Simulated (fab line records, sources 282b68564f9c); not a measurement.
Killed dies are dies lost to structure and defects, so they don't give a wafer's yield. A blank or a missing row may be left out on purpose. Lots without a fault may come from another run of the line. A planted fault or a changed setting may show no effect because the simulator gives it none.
A struck lot beside a sound one | flow rit_cmos | 15 steps out of a route of 202
Sound: wafers L295.1, L295.3, L295.5. Struck: wafers L303.2, L303.3, L303.4. The cause comes at the end.
At each step with rows: each side's tool, then ch and its chambers, then its first start. Under that, the readings that differ: sound wafers | struck wafers | difference of the means | sigmas: that difference in standard deviations of wafers without a fault.
alike: readings whose means differ by less than 2 such deviations, and words and numbers that are the same on both sides. not compared: withheld readings, readings that some wafer has no value for, bounds like >300 that may hide the same value, and numbers for which the record gives no deviation and whose values overlap.
The two part at a step that has a row with sigmas, a row that says differs or no value, or rows on one side only. Numbers that don't overlap but have no deviation are shown without sigmas and don't part them. A reading that every wafer of one side lacks parts them only if that side has two wafers or more.

first, 4 steps without rows for these wafers: RIT_PSD_SOFTBAKE_02 (time 60 s); RIT_PSD_EXPOSE_03 (exposes mask M10, target cd 40900 nm); RIT_PSD_PEB_04; RIT_PSD_DEVELOP_05 (develop time 50 s).
RIT_PSD_OVL_MEAS_06:
  sound on overlay-01, day 3 13:35; struck on overlay-01, day 5 08:32
  alike: PSD_OVL
then, 2 steps without rows for these wafers: RIT_PSD_HARDBAKE_07 (time 60 s); RIT_PSD_IMPLANT_08.
RIT_PSD_STRIP_09: strips in O2, time 180 s.
  sound on plasma_asher-04 ch 0,1, day 3 13:56; struck on plasma_asher-03 ch 0,1, day 5 08:52
  alike: drypump_motor_current_A
  not compared: rf_hours_counter_h
RIT_PSD_TW_MEAS_10:
  sound on film_metro-03, day 3 14:06; struck on film_metro-04, day 5 09:03
  alike: PSD_TW
then, 3 steps without rows for these wafers: RIT_SDANNEAL_CLEAN_00 (cleans in SC1, time 608.5 s); RIT_SDANNEAL_CLEAN_01 (cleans in dHF, time 30 s); RIT_SDANNEAL_CLEAN_02 (cleans in SC2, time 600 s).
RIT_SDANNEAL_RTA_03: time 5 s.
  sound on rtp_anneal-02 ch 0, day 3 14:33; struck on rtp_anneal-02 ch 0, day 5 09:42
  alike: wafer_temp_C_max
RIT_SDANNEAL_RS_MEAS_04: measures by four-point-probe.
  sound on film_metro-02, day 3 14:36; struck on film_metro-03, day 5 09:46
  alike: PSD_RS
RIT_M1_PROBE_99:
  sound on prober-01, day 3 22:07; struck on prober-01, day 5 17:02
  alike: killed_at_front_end, killed_dies, killed_open, killed_short

WHERE THEY PART
Nowhere in this record.

WHY: what the simulator had put in
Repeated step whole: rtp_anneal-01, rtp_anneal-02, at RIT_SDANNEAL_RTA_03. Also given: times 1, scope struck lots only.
